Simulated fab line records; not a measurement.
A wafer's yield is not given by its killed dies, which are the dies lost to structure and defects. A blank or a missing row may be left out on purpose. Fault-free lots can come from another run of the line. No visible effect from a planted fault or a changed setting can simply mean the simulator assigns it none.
The tool behind it: which one? :: flow berkeley-cmos170 :: 45 wafers from 15 lots sampled at 4 of the route's 331 steps

WHAT THE GAUGES SHOWED, per wafer
UCB170_GATE_OVL_MEAS_13.
lot: L898
measured: day 6 05:46
on: overlay-02
GATE_OVL (nm): 1 7 3

lot: L900
measured: day 6 19:49
on: overlay-01
GATE_OVL (nm): 16 10 10

lot: L901
measured: day 6 20:01
on: overlay-02
GATE_OVL (nm): -3 -3 -2

lot: L902
measured: day 7 02:23
on: overlay-02
GATE_OVL (nm): -1 2 0

lot: L903
measured: day 7 10:34
on: overlay-02
GATE_OVL (nm): 9 3 1

lot: L904
measured: day 7 22:18
on: overlay-01
GATE_OVL (nm): 2 9 2

lot: L906
measured: day 7 22:25
on: overlay-02
GATE_OVL (nm): 3 3 -2

lot: L905
measured: day 7 22:35
on: overlay-01
GATE_OVL (nm): 3 -2 -9

lot: L908
measured: day 8 02:51
on: overlay-01
GATE_OVL (nm): -1 -4 6

lot: L909
measured: day 8 07:35
on: overlay-02
GATE_OVL (nm): 9 12 2

lot: L915
measured: day 9 16:14
on: overlay-01
GATE_OVL (nm): -1 9 -3

lot: L917
measured: day 10 02:13
on: overlay-01
GATE_OVL (nm): -1 0 -5

lot: L920
measured: day 10 13:07
on: overlay-01
GATE_OVL (nm): 12 7 0

lot: L918
measured: day 10 13:14
on: overlay-02
GATE_OVL (nm): 4 2 12

lot: L919
measured: day 10 13:23
on: overlay-02
GATE_OVL (nm): 6 10 9

UCB170_V2_CD_MEAS_12: the cd target is 700 nm.
lot: L898
measured: day 7 12:15
on: cd-sem-02
cd-nm (nm): 701.7 701.7 701.3

lot: L900
measured: day 8 03:07
on: cd-sem-02
cd-nm (nm): 702.0 701.6 701.7

lot: L901
measured: day 8 03:36
on: cd-sem-02
cd-nm (nm): 698.0 698.9 700.4

lot: L902
measured: day 8 13:25
on: cd-sem-02
cd-nm (nm): 700.5 701.2 700.5

lot: L903
measured: day 8 23:37
on: cd-sem-02
cd-nm (nm): 696.8 698.5 697.8

lot: L904
measured: day 9 11:45
on: cd-sem-01
cd-nm (nm): 698.5 699.0 699.4

lot: L906
measured: day 9 14:40
on: cd-sem-02
cd-nm (nm): 700.6 699.7 702.1

lot: L905
measured: day 9 14:20
on: cd-sem-01
cd-nm (nm): 698.9 698.4 699.2

lot: L908
measured: day 9 18:34
on: cd-sem-02
cd-nm (nm): 700.1 699.4 700.6

lot: L909
measured: day 10 02:14
on: cd-sem-01
cd-nm (nm): 698.9 699.5 698.3

lot: L915
measured: day 11 03:13
on: cd-sem-01
cd-nm (nm): 699.8 700.1 699.0

lot: L917
measured: day 11 14:22
on: cd-sem-02
cd-nm (nm): 699.4 699.4 700.6

lot: L920
measured: day 12 01:04
on: cd-sem-01
cd-nm (nm): 698.0 697.6 699.6

lot: L918
measured: day 12 01:20
on: cd-sem-02
cd-nm (nm): 702.1 702.1 702.2

lot: L919
measured: day 12 02:11
on: cd-sem-01
cd-nm (nm): 701.1 701.3 700.1

UCB170_M3_OVL_MEAS_16.
lot: L898
measured: day 7 15:23
on: overlay-02
M3_OVL (nm): -4 8 2

lot: L900
measured: day 8 05:43
on: overlay-02
M3_OVL (nm): -1 5 -2

lot: L901
measured: day 8 06:10
on: overlay-02
M3_OVL (nm): 11 14 9

lot: L902
measured: day 8 16:28
on: overlay-01
M3_OVL (nm): -2 2 -5

lot: L903
measured: day 9 05:04
on: overlay-01
M3_OVL (nm): 1 -2 6

lot: L904
measured: day 9 15:42
on: overlay-02
M3_OVL (nm): 12 1 3

lot: L906
measured: day 9 17:40
on: overlay-02
M3_OVL (nm): 3 5 1

lot: L905
measured: day 9 18:13
on: overlay-02
M3_OVL (nm): 2 2 1

lot: L908
measured: day 9 21:31
on: overlay-01
M3_OVL (nm): 4 1 10

lot: L909
measured: day 10 04:50
on: overlay-02
M3_OVL (nm): -5 1 3

lot: L915
measured: day 11 08:13
on: overlay-02
M3_OVL (nm): 2 1 0

lot: L917
measured: day 11 17:06
on: overlay-02
M3_OVL (nm): 5 -1 -6

lot: L920
measured: day 12 04:09
on: overlay-01
M3_OVL (nm): -3 0 -1

lot: L918
measured: day 12 04:32
on: overlay-02
M3_OVL (nm): 14 7 9

lot: L919
measured: day 12 05:43
on: overlay-01
M3_OVL (nm): 3 11 4

WHAT TOOL EACH LOT RAN ON (gives the tool, then ch and the chambers of the sampled wafers, and finally the start)
lot: L898
UCB170_SPACER_ANNEAL_02: furnace-03 ch 0, day 6 12:39

lot: L900
UCB170_SPACER_ANNEAL_02: furnace-04 ch 0, day 7 01:29

lot: L901
UCB170_SPACER_ANNEAL_02: furnace-04 ch 0, day 7 01:29

lot: L902
UCB170_SPACER_ANNEAL_02: furnace-03 ch 0, day 7 09:31

lot: L903
UCB170_SPACER_ANNEAL_02: furnace-04 ch 0, day 7 19:16

lot: L904
UCB170_SPACER_ANNEAL_02: furnace-04 ch 0, day 8 06:01

lot: L906
UCB170_SPACER_ANNEAL_02: furnace-04 ch 0, day 8 06:01

lot: L905
UCB170_SPACER_ANNEAL_02: furnace-04 ch 0, day 8 06:01

lot: L908
UCB170_SPACER_ANNEAL_02: furnace-03 ch 0, day 8 08:35

lot: L909
UCB170_SPACER_ANNEAL_02: furnace-02 ch 0, day 8 16:11

lot: L915
UCB170_SPACER_ANNEAL_02: furnace-03 ch 0, day 9 22:37

lot: L917
UCB170_SPACER_ANNEAL_02: furnace-02 ch 0, day 10 10:05

lot: L920
UCB170_SPACER_ANNEAL_02: furnace-03 ch 0, day 10 22:49

lot: L918
UCB170_SPACER_ANNEAL_02: furnace-03 ch 0, day 10 22:49

lot: L919
UCB170_SPACER_ANNEAL_02: furnace-03 ch 0, day 10 22:49
- UCB170_SPACER_ANNEAL_02: time 1800 s.

WHAT THE TOOLS THEMSELVES READ (means of the sampled wafers that have a number; where no wafer has one, the mark that the record gives instead)
UCB170_SPACER_ANNEAL_02.
lot: L898
tool: furnace-03
spike-tc-centre-C (C): 903.1
spike-tc-load-C (C): 923

lot: L900
tool: furnace-04
spike-tc-centre-C (C): 901.2
spike-tc-load-C (C): 930

lot: L901
tool: furnace-04
spike-tc-centre-C (C): 901.8
spike-tc-load-C (C): 929

lot: L902
tool: furnace-03
spike-tc-centre-C (C): 903.5
spike-tc-load-C (C): 923

lot: L903
tool: furnace-04
spike-tc-centre-C (C): 902.1
spike-tc-load-C (C): 930

lot: L904
tool: furnace-04
spike-tc-centre-C (C): 902.1
spike-tc-load-C (C): 930

lot: L906
tool: furnace-04
spike-tc-centre-C (C): 902.5
spike-tc-load-C (C): 930

lot: L905
tool: furnace-04
spike-tc-centre-C (C): 901.9
spike-tc-load-C (C): 929

lot: L908
tool: furnace-03
spike-tc-centre-C (C): 904.6
spike-tc-load-C (C): 921

lot: L909
tool: furnace-02
spike-tc-centre-C (C): 901.8
spike-tc-load-C (C): 928

lot: L915
tool: furnace-03
spike-tc-centre-C (C): 903.1
spike-tc-load-C (C): 923

lot: L917
tool: furnace-02
spike-tc-centre-C (C): 901.3
spike-tc-load-C (C): 926

lot: L920
tool: furnace-03
spike-tc-centre-C (C): 904.0
spike-tc-load-C (C): 921

lot: L918
tool: furnace-03
spike-tc-centre-C (C): 902.6
spike-tc-load-C (C): 923

lot: L919
tool: furnace-03
spike-tc-centre-C (C): 903.1
spike-tc-load-C (C): 921

THE ANSWER, worked out from the rows above alone
Rule: what is usual is taken from the lots themselves. The widest of any qualifying gaps counts: lots, ordered by their means at a reading, are off when they make up no more than a third of the lots, leave a main group of 4 or more, and stand apart from it by 3 or more times the standard deviation of that group's means. A main group is skipped when, at the precision printed for the reading in the tables above, its means are all equal. Also off: a lot with no number at a reading for which 4 or more lots have one. Any other lot the step has rows for is counted as sound. The gauges are gone through in route order, then the tools' own readings, and for those a lot's mean is taken as printed above. At the first step where some lot is off, the reading lying furthest off is the one used; lots without a number count as furthest.
No lot is off on any of the readings shown, so nothing can be concluded from this.

WHAT WAS PUT IN BY THE SIMULATOR
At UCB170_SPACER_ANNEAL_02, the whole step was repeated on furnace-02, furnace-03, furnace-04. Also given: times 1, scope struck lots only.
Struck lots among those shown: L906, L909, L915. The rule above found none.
